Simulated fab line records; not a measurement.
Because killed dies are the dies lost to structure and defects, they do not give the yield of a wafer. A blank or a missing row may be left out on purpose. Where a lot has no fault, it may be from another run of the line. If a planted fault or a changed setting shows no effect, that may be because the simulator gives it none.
fab line records    flow rit_cmos
record: lots: 13  wafers: 39  last_day: 7
route steps=202 shown ACTIVE@12 GATE@89
lots untouched by any fault: they come from a run of this same line in which no faults occurred
start_h: hours from the record's first day to the start of the lot's first wafer shown    wait_h: hours elapsed since this lot's preceding step    " same as the row above    L1.1+2: a single row standing in for several wafers    - no value present, or no start provided    * or withheld: withheld    < > ~ a bound
route shown NAME@n: names a module that has steps shown in the file, with the first one's number in the route    usual: mean/standard deviation of fault-free wafers    same: alike in all rows    chamber/n: place in a boat    sites: readings site by site    _std_site: standard deviation across them    _edge_site: mean of outer sites minus mean of inner sites    radius_mm: for every site, how far away it sits from the centre of the wafer    mask NAME#n: copy n    behind: the tool/chamber that last shaped the wafer    hold: why the lot went on hold/how many hours it stayed there/how the hold came to an end    device: the n, p or np transistor that did not switch    end of line: the tests these same wafers got at the end of their route    where a step has no rows: the recipe by itself    killed: not the wafer's yield, but the dies lost to structure and defects at the first sort    map: the dies of a wafer, with x for killed, . for not killed, _ for no die there
set.NAME: the setting that was run; set.NAME@STEP: the one run at that earlier step    model.NAME: the simulator's own value behind a step, which no gauge read
a sample of lots followed through the steps of the route, with each step as a table and each wafer as a row
services: the hour from which a tool's chamber was out of use, counted from the record's first day as start_h (under 0 if before that day), plus the number of hours and why
== steps ==
step: RIT_ACTIVE_CD_MEAS_11
recipe: target_cd_nm: 1400
usual: cd_nm: 1399.8/2.5
lot.wafer  tool       chamber  start_h  wait_h  cd_nm
L807.1     cd_sem-02  -        14.61    -       1399.3
L807.3     "          -        "        "       1397.6
L807.5     "          -        "        "       1399.1
L808.1     cd_sem-02  -        20.08    -       1401.0
L808.2     "          -        "        "       1400.4
L808.4     "          -        "        "       1400.9
L810.1     cd_sem-02  -        29.63    -       1401.6
L810.4     "          -        "        "       1399.9
L810.6     "          -        "        "       1397.0
L819.2     cd_sem-01  -        74.46    -       1392.6
L819.4     "          -        "        "       1393.6
L819.5     "          -        "        "       1392.8
L820.2     cd_sem-01  -        79.46    -       1400.8
L820.3     "          -        "        "       1396.1
L820.4     "          -        "        "       1397.0
L821.1     cd_sem-01  -        84.56    -       1401.1
L821.4     "          -        "        "       1403.2
L821.5     "          -        "        "       1400.3
L822.1     cd_sem-02  -        89.44    -       1404.9
L822.2     "          -        "        "       1403.2
L822.4     "          -        "        "       1404.0
L823.1     cd_sem-02  -        94.44    -       1403.4
L823.3     "          -        "        "       1401.1
L823.5     "          -        "        "       1401.7
L824.1     cd_sem-01  -        99.44    -       1397.7
L824.3     "          -        "        "       1399.7
L824.5     "          -        "        "       1399.5
L825.1     cd_sem-02  -        104.44   -       1397.4
L825.4     "          -        "        "       1397.6
L825.5     "          -        "        "       1397.8
L826.1     cd_sem-01  -        110.27   -       1402.7
L826.5     "          -        "        "       1401.7
L826.6     "          -        "        "       1400.1
L827.2     cd_sem-01  -        114.46   -       1396.9
L827.3     "          -        "        "       1399.8
L827.6     "          -        "        "       1399.0
L830.2     cd_sem-01  -        129.46   -       1395.7
L830.4     "          -        "        "       1397.4
L830.5     "          -        "        "       1396.5
step: RIT_GATE_EXPOSE_13
recipe: mask_id: M6  na: 0.6  source_shape: conventional  sigma_outer: 0.6  target_cd_nm: 150  dose_mj: 380
usual: reticle_temp_C: 23.00/0.11
same: sigma_outer: 0.6
lot.wafer  tool              chamber  start_h  wait_h  mask     reticle_temp_C
L807.1     iline_stepper-02  0        37.75    0.1     M6#0     23.05
L807.3     "                 0        "        "       M6#0     22.96
L807.5     "                 0        "        "       M6#0     23.09
L808.1     iline_stepper-02  0        42.23    0.1     M6#0     22.95
L808.2     "                 0        "        "       M6#0     22.80
L808.4     "                 0        "        "       M6#0     22.89
L810.1     iline_stepper-01  0        55.56    0.1     M6_R1#0  22.94
L810.4     "                 0        "        "       M6_R1#0  22.92
L810.6     "                 0        "        "       M6_R1#0  22.89
L819.2     iline_stepper-01  0        98.05    0.2     M6#0     22.97
L819.4     "                 0        "        "       M6#0     22.81
L819.5     "                 0        "        "       M6#0     22.87
L820.2     iline_stepper-01  0        101.80   0.1     M6#0     23.05
L820.3     "                 0        "        "       M6#0     23.10
L820.4     "                 0        "        "       M6#0     22.97
L821.1     iline_stepper-02  0        106.42   0.2     M6#0     23.02
L821.4     "                 0        "        "       M6#0     23.25
L821.5     "                 0        "        "       M6#0     23.00
L822.1     iline_stepper-01  0        110.69   0.2     M6#0     23.05
L822.2     "                 0        "        "       M6#0     23.08
L822.4     "                 0        "        "       M6#0     23.12
L823.1     iline_stepper-02  0        115.47   0.2     M6#0     22.96
L823.3     "                 0        "        "       M6#0     22.97
L823.5     "                 0        "        "       M6#0     23.20
L824.1     iline_stepper-01  0        120.50   0.3     M6#0     23.13
L824.3     "                 0        "        "       M6#0     22.97
L824.5     "                 0        "        "       M6#0     22.98
L825.1     iline_stepper-01  0        126.37   0.1     M6#0     23.06
L825.4     "                 0        "        "       M6#0     22.83
L825.5     "                 0        "        "       M6#0     23.10
L826.1     iline_stepper-01  0        131.24   0.1     M6#0     22.96
L826.5     "                 0        "        "       M6#0     23.08
L826.6     "                 0        "        "       M6#0     22.91
L827.2     iline_stepper-02  0        136.66   0.2     M6#0     23.22
L827.3     "                 0        "        "       M6#0     23.08
L827.6     "                 0        "        "       M6#0     23.34
L830.2     iline_stepper-01  0        152.96   0.2     M6#0     22.98
L830.4     "                 0        "        "       M6#0     22.84
L830.5     "                 0        "        "       M6#0     22.79
step: RIT_GATE_CD_MEAS_16
recipe: target_cd_nm: 150
usual: cd_nm: 150.0/1.9
lot.wafer  tool       chamber  start_h  wait_h  cd_nm
L807.1     cd_sem-01  -        38.15    -       150.8
L807.3     "          -        "        "       150.0
L807.5     "          -        "        "       149.5
L808.1     cd_sem-02  -        42.63    -       148.2
L808.2     "          -        "        "       150.2
L808.4     "          -        "        "       151.4
L810.1     cd_sem-01  -        56.13    -       196.5
L810.4     "          -        "        "       194.8
L810.6     "          -        "        "       194.7
L819.2     cd_sem-02  -        98.45    -       148.4
L819.4     "          -        "        "       147.5
L819.5     "          -        "        "       146.6
L820.2     cd_sem-01  -        102.23   -       149.8
L820.3     "          -        "        "       149.7
L820.4     "          -        "        "       151.8
L821.1     cd_sem-02  -        106.82   -       149.3
L821.4     "          -        "        "       151.1
L821.5     "          -        "        "       148.2
L822.1     cd_sem-01  -        111.16   -       154.9
L822.2     "          -        "        "       151.8
L822.4     "          -        "        "       153.4
L823.1     cd_sem-01  -        115.89   -       150.7
L823.3     "          -        "        "       153.0
L823.5     "          -        "        "       150.9
L824.1     cd_sem-01  -        120.90   -       150.0
L824.3     "          -        "        "       148.9
L824.5     "          -        "        "       148.0
L825.1     cd_sem-01  -        126.77   -       150.1
L825.4     "          -        "        "       154.2
L825.5     "          -        "        "       153.0
L826.1     cd_sem-02  -        131.77   -       147.4
L826.5     "          -        "        "       147.4
L826.6     "          -        "        "       149.9
L827.2     cd_sem-02  -        137.06   -       150.0
L827.3     "          -        "        "       149.8
L827.6     "          -        "        "       148.4
L830.2     cd_sem-01  -        153.36   -       148.9
L830.4     "          -        "        "       149.4
L830.5     "          -        "        "       149.2
== services ==
tool              chamber  start_h  hours  kind
iline_stepper-02  -        52.03    1.8    repair
iline_stepper-02  -        96.84    5.0    repair
iline_stepper-02  -        117.01   1.7    pm
iline_stepper-02  -        132.21   2.2    repair
== key ==
first_sign: step: RIT_GATE_EXPOSE_13  reading: mask  direction: changed
effect: step: RIT_GATE_CD_MEAS_16  reading: cd_nm  direction: up  sigmas: 24  usual: 150.0  struck: 195.3
met_at RIT_GATE_EXPOSE_13
struck_lots L810
later_rows_left_out L810.1,L810.4,L810.6
sort_left_out L810.1,L810.4,L810.6
tester_left_out L810
not_acting_at RIT_ACTIVE_CD_MEAS_11
fault: kind: wrong_mask  tool: any  chamber: -  onset_h: 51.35  steps: RIT_GATE_EXPOSE_13  aux_copy: M6_R1#0  cd_offset_nm: 45  scope: struck_lots_only
tester_left_out: of these lots the tester's yield and bins aren't shown, on N5 and GAA mostly nor the transistor test; their killed dies are dies lost to structure and defects alone, not to doping, threshold or leakage, so they don't give the yield
sort_left_out: the simulated sort isn't trusted on such a fault, so these wafers' sort isn't shown, and their yield isn't known
later_rows_left_out: the simulator's readings of these wafers behind a module that went badly wrong aren't trusted and aren't shown, but for the sort
